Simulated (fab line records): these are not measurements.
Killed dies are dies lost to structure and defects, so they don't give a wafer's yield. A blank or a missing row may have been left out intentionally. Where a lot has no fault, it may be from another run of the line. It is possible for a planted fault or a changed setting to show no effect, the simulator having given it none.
fab line records :: flow rit_cmos
record
  lots=5
  wafers=15
  last_day=7
route steps=202 shown ACTIVE@19 FOX1@20 FOX2@23 NWELL@28 PWELL@39 WELLDRIVE@50
lots that met no fault: taken from a fault-free run of the same line
start_h: hours from the record's first day to the start of the lot's first wafer shown :: wait_h: hours since the lot's step before :: " repeats the value in the row above :: L1.1+2: a single row standing in for several wafers :: - either no value or no given start :: * or withheld: withheld :: < > ~ a bound
route shown NAME@n: names a module that has steps shown in the file, with the first one's number in the route :: usual: average and standard deviation across the fault-free wafers :: same: alike in all rows :: chamber/n: place in a boat :: sites: readings site by site :: _std_site: how widely they spread, as a standard deviation :: _edge_site: inner sites' mean taken away from outer sites' mean :: radius_mm: for every site, how far away it sits from the centre of the wafer :: mask NAME#n: copy n :: behind: tool/chamber where the wafer was last shaped :: hold: why the lot was held/for how many hours/how that ended :: device: the n, p or np transistor that did not switch :: end of line: the tests these same wafers got at the end of their route :: a step without rows: its recipe alone :: killed: dies that structure and defects cost at the first sort, which is not the same as the wafer's yield :: map: dies across one wafer; x = killed, . = not, _ = none there
set.NAME: the setting as run; set.NAME@STEP: as run at that earlier step :: model.NAME: the simulator's own value behind a step, which no gauge read
lots seen at some steps along the route; tables by step, rows by wafer
services: from which hour (start_h, from the record's first day; less than 0 if before it) a tool's chamber was out of use, for how many hours, and why
## steps
# step RIT_ACTIVE_CLEAN_17
# recipe
  chemistry=SC2
  mix=3:3:50
  time_s=600
  temp_c=75
  dry=n2_spin
# step RIT_FOX1_OXIDATION_00
# recipe
  temp_c=1100
  ambient=H2O
  target_thk_a=3507
  p_h2o_torr=720
  ox_time_s=1130
# step RIT_FOX1_THK_MEAS_01
# recipe
  reads=SiO2_of_FOX1_OXIDATION_00
# usual
  FOX1_OXIDE_THK=351/6
lot.wafer: L513.2
tool: film_metro-03
chamber: -
start_h: 61.91
wait_h: 0.0
FOX1_OXIDE_THK[nm]: 355

lot.wafer: L513.3
tool: film_metro-03
chamber: -
start_h: 61.91
wait_h: 0.0
FOX1_OXIDE_THK[nm]: 353

lot.wafer: L513.6
tool: film_metro-03
chamber: -
start_h: 61.91
wait_h: 0.0
FOX1_OXIDE_THK[nm]: 352

lot.wafer: L518.3
tool: film_metro-03
chamber: -
start_h: 88.39
wait_h: 0.0
FOX1_OXIDE_THK[nm]: 352

lot.wafer: L518.4
tool: film_metro-03
chamber: -
start_h: 88.39
wait_h: 0.0
FOX1_OXIDE_THK[nm]: 352

lot.wafer: L518.5
tool: film_metro-03
chamber: -
start_h: 88.39
wait_h: 0.0
FOX1_OXIDE_THK[nm]: 352

lot.wafer: L519.1
tool: film_metro-02
chamber: -
start_h: 93.11
wait_h: 0.0
FOX1_OXIDE_THK[nm]: 350

lot.wafer: L519.2
tool: film_metro-02
chamber: -
start_h: 93.11
wait_h: 0.0
FOX1_OXIDE_THK[nm]: 350

lot.wafer: L519.5
tool: film_metro-02
chamber: -
start_h: 93.11
wait_h: 0.0
FOX1_OXIDE_THK[nm]: 353

lot.wafer: L520.1
tool: film_metro-03
chamber: -
start_h: 97.18
wait_h: 0.0
FOX1_OXIDE_THK[nm]: 343

lot.wafer: L520.3
tool: film_metro-03
chamber: -
start_h: 97.18
wait_h: 0.0
FOX1_OXIDE_THK[nm]: 350

lot.wafer: L520.4
tool: film_metro-03
chamber: -
start_h: 97.18
wait_h: 0.0
FOX1_OXIDE_THK[nm]: 350

lot.wafer: L527.2
tool: film_metro-02
chamber: -
start_h: 133.38
wait_h: 0.0
FOX1_OXIDE_THK[nm]: 346

lot.wafer: L527.3
tool: film_metro-02
chamber: -
start_h: 133.38
wait_h: 0.0
FOX1_OXIDE_THK[nm]: 340

lot.wafer: L527.5
tool: film_metro-02
chamber: -
start_h: 133.38
wait_h: 0.0
FOX1_OXIDE_THK[nm]: 337
# step RIT_FOX1_WET_ETCH_02
# recipe
  chemistry=BOE
  target_depth_nm=350
  time_s=390
  temp_c=21.5
  dry=n2_spin
  dilution=10:1
  target=SiO2
# step RIT_FOX2_OXIDATION_00
# recipe
  temp_c=1100
  ambient=H2O
  target_thk_a=3507
  p_h2o_torr=720
  ox_time_s=1130
# step RIT_FOX2_THK_MEAS_01
# recipe
  reads=SiO2_of_FOX2_OXIDATION_00
# usual
  FOX2_OXIDE_THK=351/6.4
lot.wafer: L513.2
tool: film_metro-03
chamber: -
start_h: 63.45
wait_h: 0.0
FOX2_OXIDE_THK[nm]: 358

lot.wafer: L513.3
tool: film_metro-03
chamber: -
start_h: 63.45
wait_h: 0.0
FOX2_OXIDE_THK[nm]: 357

lot.wafer: L513.6
tool: film_metro-03
chamber: -
start_h: 63.45
wait_h: 0.0
FOX2_OXIDE_THK[nm]: 352

lot.wafer: L518.3
tool: film_metro-03
chamber: -
start_h: 90.30
wait_h: 0.0
FOX2_OXIDE_THK[nm]: 356

lot.wafer: L518.4
tool: film_metro-03
chamber: -
start_h: 90.30
wait_h: 0.0
FOX2_OXIDE_THK[nm]: 361

lot.wafer: L518.5
tool: film_metro-03
chamber: -
start_h: 90.30
wait_h: 0.0
FOX2_OXIDE_THK[nm]: 361

lot.wafer: L519.1
tool: film_metro-01
chamber: -
start_h: 94.77
wait_h: 0.0
FOX2_OXIDE_THK[nm]: 360

lot.wafer: L519.2
tool: film_metro-01
chamber: -
start_h: 94.77
wait_h: 0.0
FOX2_OXIDE_THK[nm]: 357

lot.wafer: L519.5
tool: film_metro-01
chamber: -
start_h: 94.77
wait_h: 0.0
FOX2_OXIDE_THK[nm]: 361

lot.wafer: L520.1
tool: film_metro-03
chamber: -
start_h: 98.78
wait_h: 0.0
FOX2_OXIDE_THK[nm]: 344

lot.wafer: L520.3
tool: film_metro-03
chamber: -
start_h: 98.78
wait_h: 0.0
FOX2_OXIDE_THK[nm]: 347

lot.wafer: L520.4
tool: film_metro-03
chamber: -
start_h: 98.78
wait_h: 0.0
FOX2_OXIDE_THK[nm]: 347

lot.wafer: L527.2
tool: film_metro-03
chamber: -
start_h: 134.87
wait_h: 0.0
FOX2_OXIDE_THK[nm]: 357

lot.wafer: L527.3
tool: film_metro-03
chamber: -
start_h: 134.87
wait_h: 0.0
FOX2_OXIDE_THK[nm]: 365

lot.wafer: L527.5
tool: film_metro-03
chamber: -
start_h: 134.87
wait_h: 0.0
FOX2_OXIDE_THK[nm]: 362
# step RIT_FOX2_CLEAN_02
# recipe
  chemistry=dHF
  dilution=50:1
  time_s=180
# step RIT_FOX2_WET_ETCH_03
# recipe
  chemistry=H3PO4
  target=Si3N4
  target_depth_nm=195
  temp_c=165
  time_s=2700
# step RIT_FOX2_THK_MEAS_90
# recipe
  reads=SiO2_of_FOX2_OXIDATION_00
# usual
  FIELD_OXIDE_LEFT_1_THK=323/6.6
lot.wafer: L513.2
tool: film_metro-02
chamber: -
start_h: 64.33
wait_h: 0.0
FIELD_OXIDE_LEFT_1_THK[nm]: 331

lot.wafer: L513.3
tool: film_metro-02
chamber: -
start_h: 64.33
wait_h: 0.0
FIELD_OXIDE_LEFT_1_THK[nm]: 330

lot.wafer: L513.6
tool: film_metro-02
chamber: -
start_h: 64.33
wait_h: 0.0
FIELD_OXIDE_LEFT_1_THK[nm]: 325

lot.wafer: L518.3
tool: film_metro-01
chamber: -
start_h: 91.19
wait_h: 0.0
FIELD_OXIDE_LEFT_1_THK[nm]: 328

lot.wafer: L518.4
tool: film_metro-01
chamber: -
start_h: 91.19
wait_h: 0.0
FIELD_OXIDE_LEFT_1_THK[nm]: 333

lot.wafer: L518.5
tool: film_metro-01
chamber: -
start_h: 91.19
wait_h: 0.0
FIELD_OXIDE_LEFT_1_THK[nm]: 333

lot.wafer: L519.1
tool: film_metro-02
chamber: -
start_h: 95.64
wait_h: 0.0
FIELD_OXIDE_LEFT_1_THK[nm]: 333

lot.wafer: L519.2
tool: film_metro-02
chamber: -
start_h: 95.64
wait_h: 0.0
FIELD_OXIDE_LEFT_1_THK[nm]: 330

lot.wafer: L519.5
tool: film_metro-02
chamber: -
start_h: 95.64
wait_h: 0.0
FIELD_OXIDE_LEFT_1_THK[nm]: 334

lot.wafer: L520.1
tool: film_metro-02
chamber: -
start_h: 99.66
wait_h: 0.0
FIELD_OXIDE_LEFT_1_THK[nm]: 317

lot.wafer: L520.3
tool: film_metro-02
chamber: -
start_h: 99.66
wait_h: 0.0
FIELD_OXIDE_LEFT_1_THK[nm]: 320

lot.wafer: L520.4
tool: film_metro-02
chamber: -
start_h: 99.66
wait_h: 0.0
FIELD_OXIDE_LEFT_1_THK[nm]: 319

lot.wafer: L527.2
tool: film_metro-02
chamber: -
start_h: 136.50
wait_h: 0.0
FIELD_OXIDE_LEFT_1_THK[nm]: 329

lot.wafer: L527.3
tool: film_metro-02
chamber: -
start_h: 136.50
wait_h: 0.0
FIELD_OXIDE_LEFT_1_THK[nm]: 338

lot.wafer: L527.5
tool: film_metro-02
chamber: -
start_h: 136.50
wait_h: 0.0
FIELD_OXIDE_LEFT_1_THK[nm]: 335
# step RIT_NWELL_HMDS_00
# recipe
  prime_time_s=60
  prime_temp_c=140
# step RIT_NWELL_COAT_01
# recipe
  resist=NOVOLAK
  spin_rpm=2000
  resist_thk_nm=1300
# step RIT_NWELL_SOFTBAKE_02
# recipe
  resist=NOVOLAK
  temp_c=90
  time_s=60
# step RIT_NWELL_EXPOSE_03
# recipe
  mask_id=M2
  na=0.57
  target_cd_nm=43900
  dose_mj=250
# same
  na=0.57
lot.wafer: L513.2+3+6
tool: iline_stepper-02
chamber: 0
start_h: 64.98
wait_h: 0.2
mask: M2#0

lot.wafer: L518.3+4+5
tool: iline_stepper-01
chamber: 0
start_h: 91.72
wait_h: 0.1
mask: M2#0

lot.wafer: L519.1+2+5
tool: iline_stepper-01
chamber: 0
start_h: 96.15
wait_h: 0.1
mask: M3#0

lot.wafer: L520.1+3+4
tool: iline_stepper-02
chamber: 0
start_h: 100.29
wait_h: 0.2
mask: M2#0

lot.wafer: L527.2+3+5
tool: iline_stepper-01
chamber: 0
start_h: 137.15
wait_h: 0.2
mask: M2#0
# step RIT_NWELL_PEB_04
# recipe
  resist=NOVOLAK
  temp_c=withheld
  time_s=withheld
# step RIT_NWELL_DEVELOP_05
# recipe
  resist=NOVOLAK
  develop_time_s=68
  dev_temp_c=23
# step RIT_NWELL_OVL_MEAS_06
# usual
  NWELL_OVL=0.2/1.5
lot.wafer: L513.2
tool: overlay-02
chamber: -
start_h: 65.39
wait_h: -
NWELL_OVL[nm]: -2.6

lot.wafer: L513.3
tool: overlay-02
chamber: -
start_h: 65.39
wait_h: -
NWELL_OVL[nm]: -0.3

lot.wafer: L513.6
tool: overlay-02
chamber: -
start_h: 65.39
wait_h: -
NWELL_OVL[nm]: -0.7

lot.wafer: L518.3
tool: overlay-01
chamber: -
start_h: 92.12
wait_h: -
NWELL_OVL[nm]: 0.8

lot.wafer: L518.4
tool: overlay-01
chamber: -
start_h: 92.12
wait_h: -
NWELL_OVL[nm]: 2.0

lot.wafer: L518.5
tool: overlay-01
chamber: -
start_h: 92.12
wait_h: -
NWELL_OVL[nm]: 1.7

lot.wafer: L519.1
tool: overlay-01
chamber: -
start_h: 96.58
wait_h: -
NWELL_OVL[nm]: -

lot.wafer: L519.2
tool: overlay-01
chamber: -
start_h: 96.58
wait_h: -
NWELL_OVL[nm]: -

lot.wafer: L519.5
tool: overlay-01
chamber: -
start_h: 96.58
wait_h: -
NWELL_OVL[nm]: -

lot.wafer: L520.1
tool: overlay-02
chamber: -
start_h: 100.72
wait_h: -
NWELL_OVL[nm]: -0.6

lot.wafer: L520.3
tool: overlay-02
chamber: -
start_h: 100.72
wait_h: -
NWELL_OVL[nm]: -2.0

lot.wafer: L520.4
tool: overlay-02
chamber: -
start_h: 100.72
wait_h: -
NWELL_OVL[nm]: -2.3

lot.wafer: L527.2
tool: overlay-01
chamber: -
start_h: 137.56
wait_h: -
NWELL_OVL[nm]: 3.6

lot.wafer: L527.3
tool: overlay-01
chamber: -
start_h: 137.56
wait_h: -
NWELL_OVL[nm]: 0.8

lot.wafer: L527.5
tool: overlay-01
chamber: -
start_h: 137.56
wait_h: -
NWELL_OVL[nm]: 3.0
# step RIT_NWELL_HARDBAKE_07
# recipe
  resist=NOVOLAK
  temp_c=140
  time_s=120
# step RIT_NWELL_IMPLANT_08
# recipe
  species=P
  energy_kev=170
  dose_cm2=5e+13
  tilt_deg=7
# step RIT_NWELL_STRIP_09
# recipe
  chemistry=O2
  time_s=180
  resist=NOVOLAK
  platen_temp_c=withheld
  power_w=500
  pressure_mtorr=4000
  o2_flow_sccm=4000
# usual
  chamber_pressure_mTorr=4000/3.9
  drypump_motor_current_A=6.0/0.38
lot.wafer: L513.2
tool: plasma_asher-04
chamber: 0
start_h: 65.82
wait_h: 0.1
chamber_pressure_mTorr: 4004
drypump_motor_current_A: 6.1
rf_hours_counter_h: 42

lot.wafer: L513.3
tool: plasma_asher-04
chamber: 0
start_h: 65.82
wait_h: 0.1
chamber_pressure_mTorr: 3995
drypump_motor_current_A: 6.1
rf_hours_counter_h: -

lot.wafer: L513.6
tool: plasma_asher-04
chamber: 0
start_h: 65.82
wait_h: 0.1
chamber_pressure_mTorr: 4005
drypump_motor_current_A: 6.1
rf_hours_counter_h: -

lot.wafer: L518.3
tool: plasma_asher-04
chamber: 0
start_h: 92.68
wait_h: 0.1
chamber_pressure_mTorr: 4004
drypump_motor_current_A: 6.0
rf_hours_counter_h: -

lot.wafer: L518.4
tool: plasma_asher-04
chamber: 1
start_h: 92.68
wait_h: 0.1
chamber_pressure_mTorr: 3995
drypump_motor_current_A: 5.4
rf_hours_counter_h: -

lot.wafer: L518.5
tool: plasma_asher-04
chamber: 1
start_h: 92.68
wait_h: 0.1
chamber_pressure_mTorr: 4002
drypump_motor_current_A: 5.4
rf_hours_counter_h: -

lot.wafer: L519.1
tool: plasma_asher-02
chamber: 0
start_h: 97.02
wait_h: 0.1
chamber_pressure_mTorr: 3999
drypump_motor_current_A: 6.1
rf_hours_counter_h: 31

lot.wafer: L519.2
tool: plasma_asher-02
chamber: 1
start_h: 97.02
wait_h: 0.1
chamber_pressure_mTorr: 4001
drypump_motor_current_A: 6.4
rf_hours_counter_h: 31

lot.wafer: L519.5
tool: plasma_asher-02
chamber: 1
start_h: 97.02
wait_h: 0.1
chamber_pressure_mTorr: 3995
drypump_motor_current_A: 6.4
rf_hours_counter_h: -

lot.wafer: L520.1
tool: plasma_asher-02
chamber: 0
start_h: 101.16
wait_h: 0.1
chamber_pressure_mTorr: 4001
drypump_motor_current_A: 6.1
rf_hours_counter_h: 32

lot.wafer: L520.3
tool: plasma_asher-02
chamber: 0
start_h: 101.16
wait_h: 0.1
chamber_pressure_mTorr: 4010
drypump_motor_current_A: 6.1
rf_hours_counter_h: -

lot.wafer: L520.4
tool: plasma_asher-02
chamber: 1
start_h: 101.16
wait_h: 0.1
chamber_pressure_mTorr: 3998
drypump_motor_current_A: 6.4
rf_hours_counter_h: -

lot.wafer: L527.2
tool: plasma_asher-04
chamber: 0
start_h: 137.99
wait_h: 0.1
chamber_pressure_mTorr: 3998
drypump_motor_current_A: 6.0
rf_hours_counter_h: 2

lot.wafer: L527.3
tool: plasma_asher-04
chamber: 0
start_h: 137.99
wait_h: 0.1
chamber_pressure_mTorr: 3996
drypump_motor_current_A: 6.1
rf_hours_counter_h: -

lot.wafer: L527.5
tool: plasma_asher-04
chamber: 0
start_h: 137.99
wait_h: 0.1
chamber_pressure_mTorr: 3997
drypump_motor_current_A: 6.0
rf_hours_counter_h: -
# step RIT_NWELL_TW_MEAS_10
# usual
  NWELL_TW=2146/14
lot.wafer: L513.2
tool: film_metro-03
chamber: -
start_h: 66.01
wait_h: 0.1
NWELL_TW: 2143

lot.wafer: L513.3
tool: film_metro-03
chamber: -
start_h: 66.01
wait_h: 0.1
NWELL_TW: 2122

lot.wafer: L513.6
tool: film_metro-03
chamber: -
start_h: 66.01
wait_h: 0.1
NWELL_TW: 2131

lot.wafer: L518.3
tool: film_metro-04
chamber: -
start_h: 92.81
wait_h: 0.1
NWELL_TW: 2170

lot.wafer: L518.4
tool: film_metro-04
chamber: -
start_h: 92.81
wait_h: 0.1
NWELL_TW: 2160

lot.wafer: L518.5
tool: film_metro-04
chamber: -
start_h: 92.81
wait_h: 0.1
NWELL_TW: 2162

lot.wafer: L519.1
tool: film_metro-04
chamber: -
start_h: 97.19
wait_h: 0.1
NWELL_TW: 30

lot.wafer: L519.2
tool: film_metro-04
chamber: -
start_h: 97.19
wait_h: 0.1
NWELL_TW: 30

lot.wafer: L519.5
tool: film_metro-04
chamber: -
start_h: 97.19
wait_h: 0.1
NWELL_TW: 30

lot.wafer: L520.1
tool: film_metro-04
chamber: -
start_h: 101.33
wait_h: 0.1
NWELL_TW: 2179

lot.wafer: L520.3
tool: film_metro-04
chamber: -
start_h: 101.33
wait_h: 0.1
NWELL_TW: 2161

lot.wafer: L520.4
tool: film_metro-04
chamber: -
start_h: 101.33
wait_h: 0.1
NWELL_TW: 2171

lot.wafer: L527.2
tool: film_metro-01
chamber: -
start_h: 138.18
wait_h: 0.1
NWELL_TW: 2121

lot.wafer: L527.3
tool: film_metro-01
chamber: -
start_h: 138.18
wait_h: 0.1
NWELL_TW: 2146

lot.wafer: L527.5
tool: film_metro-01
chamber: -
start_h: 138.18
wait_h: 0.1
NWELL_TW: 2136
# step RIT_PWELL_HMDS_00
# recipe
  prime_time_s=60
  prime_temp_c=140
# step RIT_PWELL_COAT_01
# recipe
  resist=NOVOLAK
  spin_rpm=2000
  resist_thk_nm=1300
# step RIT_PWELL_SOFTBAKE_02
# recipe
  resist=NOVOLAK
  temp_c=90
  time_s=60
# step RIT_PWELL_EXPOSE_03
# recipe
  mask_id=M3
  na=0.57
  target_cd_nm=43700
  dose_mj=250
# step RIT_PWELL_PEB_04
# recipe
  resist=NOVOLAK
  temp_c=withheld
  time_s=withheld
# step RIT_PWELL_DEVELOP_05
# recipe
  resist=NOVOLAK
  develop_time_s=68
  dev_temp_c=23
# step RIT_PWELL_OVL_MEAS_06
# usual
  PWELL_OVL=0.6/1.7
lot.wafer: L513.2
tool: overlay-02
chamber: -
start_h: 67.07
wait_h: -
PWELL_OVL[nm]: -0.9

lot.wafer: L513.3
tool: overlay-02
chamber: -
start_h: 67.07
wait_h: -
PWELL_OVL[nm]: 0.0

lot.wafer: L513.6
tool: overlay-02
chamber: -
start_h: 67.07
wait_h: -
PWELL_OVL[nm]: -1.9

lot.wafer: L518.3
tool: overlay-02
chamber: -
start_h: 93.88
wait_h: -
PWELL_OVL[nm]: -2.0

lot.wafer: L518.4
tool: overlay-02
chamber: -
start_h: 93.88
wait_h: -
PWELL_OVL[nm]: -1.3

lot.wafer: L518.5
tool: overlay-02
chamber: -
start_h: 93.88
wait_h: -
PWELL_OVL[nm]: -0.6

lot.wafer: L519.1
tool: overlay-02
chamber: -
start_h: 98.26
wait_h: -
PWELL_OVL[nm]: -0.7

lot.wafer: L519.2
tool: overlay-02
chamber: -
start_h: 98.26
wait_h: -
PWELL_OVL[nm]: 2.8

lot.wafer: L519.5
tool: overlay-02
chamber: -
start_h: 98.26
wait_h: -
PWELL_OVL[nm]: 0.6

lot.wafer: L520.1
tool: overlay-01
chamber: -
start_h: 102.31
wait_h: -
PWELL_OVL[nm]: 1.0

lot.wafer: L520.3
tool: overlay-01
chamber: -
start_h: 102.31
wait_h: -
PWELL_OVL[nm]: 0.7

lot.wafer: L520.4
tool: overlay-01
chamber: -
start_h: 102.31
wait_h: -
PWELL_OVL[nm]: 0.8

lot.wafer: L527.2
tool: overlay-02
chamber: -
start_h: 139.24
wait_h: -
PWELL_OVL[nm]: 1.1

lot.wafer: L527.3
tool: overlay-02
chamber: -
start_h: 139.24
wait_h: -
PWELL_OVL[nm]: -1.2

lot.wafer: L527.5
tool: overlay-02
chamber: -
start_h: 139.24
wait_h: -
PWELL_OVL[nm]: 1.7
# step RIT_PWELL_HARDBAKE_07
# recipe
  resist=NOVOLAK
  temp_c=140
  time_s=120
# step RIT_PWELL_IMPLANT_08
# recipe
  species=B
  energy_kev=170
  dose_cm2=7e+13
  tilt_deg=7
# step RIT_PWELL_STRIP_09
# recipe
  chemistry=O2
  time_s=180
  resist=NOVOLAK
  platen_temp_c=withheld
  power_w=500
  pressure_mtorr=4000
  o2_flow_sccm=4000
# usual
  chamber_pressure_mTorr=4000/3.9
  drypump_motor_current_A=6.0/0.49
lot.wafer: L513.2
tool: plasma_asher-04
chamber: 0
start_h: 67.50
wait_h: 0.1
chamber_pressure_mTorr: 3999
drypump_motor_current_A: 6.0
rf_hours_counter_h: 42

lot.wafer: L513.3
tool: plasma_asher-04
chamber: 1
start_h: 67.50
wait_h: 0.1
chamber_pressure_mTorr: 4003
drypump_motor_current_A: 5.4
rf_hours_counter_h: -

lot.wafer: L513.6
tool: plasma_asher-04
chamber: 1
start_h: 67.50
wait_h: 0.1
chamber_pressure_mTorr: 4000
drypump_motor_current_A: 5.4
rf_hours_counter_h: -

lot.wafer: L518.3
tool: plasma_asher-01
chamber: 0
start_h: 94.36
wait_h: 0.1
chamber_pressure_mTorr: 3996
drypump_motor_current_A: 6.6
rf_hours_counter_h: -

lot.wafer: L518.4
tool: plasma_asher-01
chamber: 1
start_h: 94.36
wait_h: 0.1
chamber_pressure_mTorr: 4003
drypump_motor_current_A: 5.1
rf_hours_counter_h: -

lot.wafer: L518.5
tool: plasma_asher-01
chamber: 1
start_h: 94.36
wait_h: 0.1
chamber_pressure_mTorr: 4009
drypump_motor_current_A: 5.1
rf_hours_counter_h: -

lot.wafer: L519.1
tool: plasma_asher-04
chamber: 1
start_h: 98.69
wait_h: 0.1
chamber_pressure_mTorr: 3995
drypump_motor_current_A: 5.4
rf_hours_counter_h: 45

lot.wafer: L519.2
tool: plasma_asher-04
chamber: 0
start_h: 98.69
wait_h: 0.1
chamber_pressure_mTorr: 4002
drypump_motor_current_A: 6.0
rf_hours_counter_h: 45

lot.wafer: L519.5
tool: plasma_asher-04
chamber: 0
start_h: 98.69
wait_h: 0.1
chamber_pressure_mTorr: 4005
drypump_motor_current_A: 6.0
rf_hours_counter_h: -

lot.wafer: L520.1
tool: plasma_asher-02
chamber: 1
start_h: 102.75
wait_h: 0.1
chamber_pressure_mTorr: 4003
drypump_motor_current_A: 6.4
rf_hours_counter_h: 32

lot.wafer: L520.3
tool: plasma_asher-02
chamber: 1
start_h: 102.75
wait_h: 0.1
chamber_pressure_mTorr: 4003
drypump_motor_current_A: 6.4
rf_hours_counter_h: -

lot.wafer: L520.4
tool: plasma_asher-02
chamber: 0
start_h: 102.75
wait_h: 0.1
chamber_pressure_mTorr: 4003
drypump_motor_current_A: 6.1
rf_hours_counter_h: -

lot.wafer: L527.2
tool: plasma_asher-04
chamber: 0
start_h: 139.67
wait_h: 0.1
chamber_pressure_mTorr: 4002
drypump_motor_current_A: 6.1
rf_hours_counter_h: 2

lot.wafer: L527.3
tool: plasma_asher-04
chamber: 1
start_h: 139.67
wait_h: 0.1
chamber_pressure_mTorr: 3994
drypump_motor_current_A: 5.4
rf_hours_counter_h: -

lot.wafer: L527.5
tool: plasma_asher-04
chamber: 1
start_h: 139.67
wait_h: 0.1
chamber_pressure_mTorr: 4007
drypump_motor_current_A: 5.5
rf_hours_counter_h: -
# step RIT_PWELL_TW_MEAS_10
# usual
  PWELL_TW=954/6.3
lot.wafer: L513.2
tool: film_metro-01
chamber: -
start_h: 67.68
wait_h: 0.1
PWELL_TW: 955

lot.wafer: L513.3
tool: film_metro-01
chamber: -
start_h: 67.68
wait_h: 0.1
PWELL_TW: 954

lot.wafer: L513.6
tool: film_metro-01
chamber: -
start_h: 67.68
wait_h: 0.1
PWELL_TW: 953

lot.wafer: L518.3
tool: film_metro-03
chamber: -
start_h: 94.50
wait_h: 0.1
PWELL_TW: 954

lot.wafer: L518.4
tool: film_metro-03
chamber: -
start_h: 94.50
wait_h: 0.1
PWELL_TW: 948

lot.wafer: L518.5
tool: film_metro-03
chamber: -
start_h: 94.50
wait_h: 0.1
PWELL_TW: 957

lot.wafer: L519.1
tool: film_metro-04
chamber: -
start_h: 98.87
wait_h: 0.1
PWELL_TW: 2212

lot.wafer: L519.2
tool: film_metro-04
chamber: -
start_h: 98.87
wait_h: 0.1
PWELL_TW: 2214

lot.wafer: L519.5
tool: film_metro-04
chamber: -
start_h: 98.87
wait_h: 0.1
PWELL_TW: 2219

lot.wafer: L520.1
tool: film_metro-01
chamber: -
start_h: 102.92
wait_h: 0.1
PWELL_TW: 953

lot.wafer: L520.3
tool: film_metro-01
chamber: -
start_h: 102.92
wait_h: 0.1
PWELL_TW: 952

lot.wafer: L520.4
tool: film_metro-01
chamber: -
start_h: 102.92
wait_h: 0.1
PWELL_TW: 951

lot.wafer: L527.2
tool: film_metro-01
chamber: -
start_h: 139.86
wait_h: 0.1
PWELL_TW: 949

lot.wafer: L527.3
tool: film_metro-01
chamber: -
start_h: 139.86
wait_h: 0.1
PWELL_TW: 956

lot.wafer: L527.5
tool: film_metro-01
chamber: -
start_h: 139.86
wait_h: 0.1
PWELL_TW: 947
# step RIT_WELLDRIVE_ANNEAL_00
# recipe
  temp_c=1100
  time_s=14700
  ambient=N2
## services
tool: iline_stepper-01
chamber: 0
start_h: 82.56
hours: -
kind: calibration

tool: plasma_asher-04
chamber: -
start_h: 108.75
hours: 9.0
kind: pm

tool: plasma_asher-04
chamber: 0
start_h: 108.75
hours: 9.0
kind: vent_cycle

tool: plasma_asher-04
chamber: 1
start_h: 108.75
hours: 9.0
kind: vent_cycle

tool: plasma_asher-01
chamber: -
start_h: 112.34
hours: 9.9
kind: pm

tool: plasma_asher-04
chamber: 0
start_h: 117.75
hours: -
kind: clean

tool: plasma_asher-04
chamber: 1
start_h: 117.75
hours: -
kind: clean

tool: iline_stepper-02
chamber: -
start_h: 124.47
hours: 1.7
kind: pm
## key
first_sign
  step=RIT_NWELL_EXPOSE_03
  reading=mask
  direction=changed
effect
  step=RIT_NWELL_OVL_MEAS_06
  reading=NWELL_OVL
  direction=missing
effect
  step=RIT_NWELL_TW_MEAS_10
  reading=NWELL_TW
  direction=down
  sigmas=99+
  usual=2146
  struck=30
effect
  step=RIT_PWELL_TW_MEAS_10
  reading=PWELL_TW
  direction=up
  sigmas=99+
  usual=954
  struck=2215
met_at RIT_NWELL_EXPOSE_03
struck_wafers L519.1,L519.2,L519.5
sort_left_out L519.1,L519.2,L519.5
tester_left_out L519
onset_between 91.72 96.15
fault
  kind=wrong_mask
  tool=any
  chamber=-
  onset_h=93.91
  steps=RIT_NWELL_EXPOSE_03
  aux_copy=M3#0
  scope=struck_lots_only
# tester_left_out: of these lots the tester's yield and bins aren't shown, on N5 and GAA mostly nor the transistor test; their killed dies are dies lost to structure and defects alone, not to doping, threshold or leakage, so they don't give the yield
# sort_left_out: the simulated sort isn't trusted on such a fault, so these wafers' sort isn't shown, and their yield isn't known
